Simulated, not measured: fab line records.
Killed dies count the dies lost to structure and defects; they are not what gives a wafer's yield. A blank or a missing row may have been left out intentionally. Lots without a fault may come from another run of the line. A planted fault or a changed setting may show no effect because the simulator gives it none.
A struck lot beside a sound one || flow rit_cmos || 22 steps out of a route of 202
Sound: these wafers, L869.1, L869.2, L869.3. Wafers L879.2, L879.4, L879.6 were the ones struck. Last of all comes the cause.
Order at every step that has rows: each side's tool, ch and its chambers, its first start. Under that, the readings that differ: sound wafers || struck wafers || difference of the means || sigmas: that difference in standard deviations of wafers without a fault.
alike: readings with means less than 2 such deviations apart, plus words and numbers identical on both sides. not compared: withheld readings, readings lacking a value on some wafer, bounds such as >300 that could conceal the same value, and numbers that have no deviation in the record and whose values overlap.
Wherever a step has rows on one side only, a row that says differs or no value, or a row with sigmas, the two part there. Numbers that have no deviation but don't overlap get no sigmas and don't part them. Lack of a reading on every wafer of one side parts them only where that side has two or more wafers.

first, 2 steps without rows for these wafers: RIT_NSD_HARDBAKE_07 (time 60 s); RIT_NSD_IMPLANT_08.
RIT_NSD_STRIP_09: strips in O2, time 180 s.
  sound on plasma_asher-01 ch 0,1, day 5 01:00; struck on plasma_asher-02 ch 0,1, day 6 13:18
  alike: drypump_motor_current_A
  not compared: rf_hours_counter_h
RIT_NSD_TW_MEAS_10:
  sound on film_metro-01, day 5 01:11; struck on film_metro-02, day 6 13:29
  alike: NSD_TW
then, 6 steps without rows for these wafers: RIT_PSD_HMDS_00 (prime time 60 s); RIT_PSD_COAT_01 (resist thk 1000 nm); RIT_PSD_SOFTBAKE_02 (time 60 s); RIT_PSD_EXPOSE_03 (exposes mask M10, target cd 40900 nm); RIT_PSD_PEB_04; RIT_PSD_DEVELOP_05 (develop time 50 s).
RIT_PSD_OVL_MEAS_06:
  sound on overlay-01, day 5 02:14; struck on overlay-01, day 6 14:53
  alike: PSD_OVL
then, 1 step without rows for these wafers: RIT_PSD_HARDBAKE_07 (time 60 s).
RIT_PSD_IMPLANT_08:
  sound on implanter-04 ch 0, day 5 02:25; struck on implanter-01 ch 0, day 6 15:13
{"reading": "beam_energy_keV", "sound": "27.010 27.007 27.013", "struck": "25.112 25.107 25.107", "difference": -1.901, "sigmas": "-99 or more"}
{"reading": "model.implant.rp_nm (nm)", "sound": "22.63 22.63 22.63", "struck": "21.08 21.08 21.08", "difference": -1.55, "sigmas": ""}
{"reading": "model.implant.drp_nm (nm)", "sound": "12.05 12.05 12.05", "struck": "11.45 11.45 11.45", "difference": -0.60, "sigmas": ""}
RIT_PSD_STRIP_09: strips in O2, time 180 s.
  sound on plasma_asher-04 ch 0,1, day 5 02:34; struck on plasma_asher-02 ch 0,1, day 6 15:20
{"reading": "drypump_motor_current_A (A)", "sound": "4.9 5.5 4.9", "struck": "5.7 6.4 6.4", "difference": "+1.1", "sigmas": "+2"}
  not compared: rf_hours_counter_h
RIT_PSD_TW_MEAS_10:
  sound on film_metro-03, day 5 02:44; struck on film_metro-02, day 6 15:31
  alike: PSD_TW
then, 3 steps without rows for these wafers: RIT_SDANNEAL_CLEAN_00 (cleans in SC1, time 600 s); RIT_SDANNEAL_CLEAN_01 (cleans in dHF, time 30 s); RIT_SDANNEAL_CLEAN_02 (cleans in SC2, time 600 s).
RIT_SDANNEAL_RTA_03: time 5 s.
  sound on rtp_anneal-01 ch 0, day 5 03:12; struck on rtp_anneal-01 ch 0, day 6 16:09
  alike: wafer_temp_C_max
RIT_SDANNEAL_RS_MEAS_04: the measuring method here is four-point-probe.
  sound on film_metro-03, day 5 03:16; struck on film_metro-03, day 6 16:13
{"reading": "PSD_RS (ohm/sq)", "sound": "115.93 116.16 115.74", "struck": "120.38 120.18 120.37", "difference": "+4.37", "sigmas": "+17"}
RIT_SDANNEAL_RS_MEAS_05: the measuring method here is four-point-probe.
  sound on film_metro-03, day 5 03:23; struck on film_metro-03, day 6 16:20
  alike: NSD_RS
RIT_M1_PROBE_99:
  sound on prober-02, day 5 10:47; struck on prober-02, day 7 00:44
  alike: killed_at_contacts, killed_at_front_end, killed_dies, killed_open, killed_short

== WHERE THEY PART ==
Last at RIT_SDANNEAL_RS_MEAS_04 as far as this record goes, first at RIT_PSD_IMPLANT_08. Later steps at which nothing parts them and some readings are alike: RIT_SDANNEAL_RS_MEAS_05, RIT_M1_PROBE_99.

WHY: what the simulator had put in
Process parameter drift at RIT_PSD_IMPLANT_08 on implanter-01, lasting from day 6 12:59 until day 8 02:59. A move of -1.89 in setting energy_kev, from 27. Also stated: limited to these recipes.
